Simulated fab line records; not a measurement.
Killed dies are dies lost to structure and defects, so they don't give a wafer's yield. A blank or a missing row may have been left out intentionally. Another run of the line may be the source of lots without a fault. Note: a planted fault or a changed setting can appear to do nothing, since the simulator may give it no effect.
Problem report, 8D (eight disciplines) form, completed by code ; flow berkeley-cmos170 ; the parts of the form that need people (team, actions taken, sign-off) are left out

1. PROBLEM STATEMENT
Mean of beam-energy-keV at UCB170_PWELL_IMPLANT_15: 57.363 across 6 wafers in 2 lots; on wafers with no fault it is 60.003 (standard deviation 0.018). So: -99 or more standard deviations from the usual mean.
First observed at day 6 23:34: wafer L342.2, on implanter-01. The record has a number at this step for 18 wafers belonging to 6 lots. Rule for "out", or "out of limits": more than 4 standard deviations from the usual mean. The rest of the wafers with a number are treated as sound.

2. WHAT IT IS, AND WHAT IT ISN'T
question;is;is not
which readings at this step;beam-energy-keV;end-station-pressure-torr
which lots;L341, L342;L333, L335, L345, L346
which wafers of those lots;all that have a number;-
read on which tools;implanter-01;implanter-02, implanter-04
when;from day 6 23:34;"up to then (6 sound wafers); but 6 sound wafers of L345, L346 came after"

3. THE SUSPECTS, EACH WITH WHAT RULES IT OUT
Counting: a tool at a process step up to the reading stays a suspect if it ran every lot that is out and no sound lot after the first of them.
- implanter-01 at UCB170_PWELL_IMPLANT_15: kept. It ran every lot that is out, first L342 (day 6 23:34), and no sound lot after that; its last sound lot up to then is L333 (day 5 08:19). Out on those wafers are its own readings of beam-energy-keV.
The count leaves implanter-01 at UCB170_PWELL_IMPLANT_15.

4. THE CAUSE (what the simulator had put in)
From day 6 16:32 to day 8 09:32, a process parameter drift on implanter-01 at UCB170_PWELL_IMPLANT_15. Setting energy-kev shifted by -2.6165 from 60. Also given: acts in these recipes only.
After counting, this tool was the only one left.

5. THE CHAIN OF EFFECTS, in route order
Rows list readings where the struck wafers' mean (over those with a number) sits beyond 3 standard deviations from the usual. Readings are gone through only where the record gives a usual standard deviation; hours: the median, over the lots, of the time from a lot's start at the first step in this table giving one to that lot's start at this step; sigmas: the change measured in usual standard deviations.
hours;step;reading;usual;on struck wafers;change;sigmas
0;UCB170_PWELL_IMPLANT_15;beam-energy-keV;60.003;57.363;-2.640;-99 or more
The process steps in it:
- UCB170_PWELL_IMPLANT_15

6. HOW IT WOULD HAVE BEEN CAUGHT EARLIER
The fault began at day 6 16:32; the first out-of-limits reading in this record came at day 6 23:34, 7 hours later.
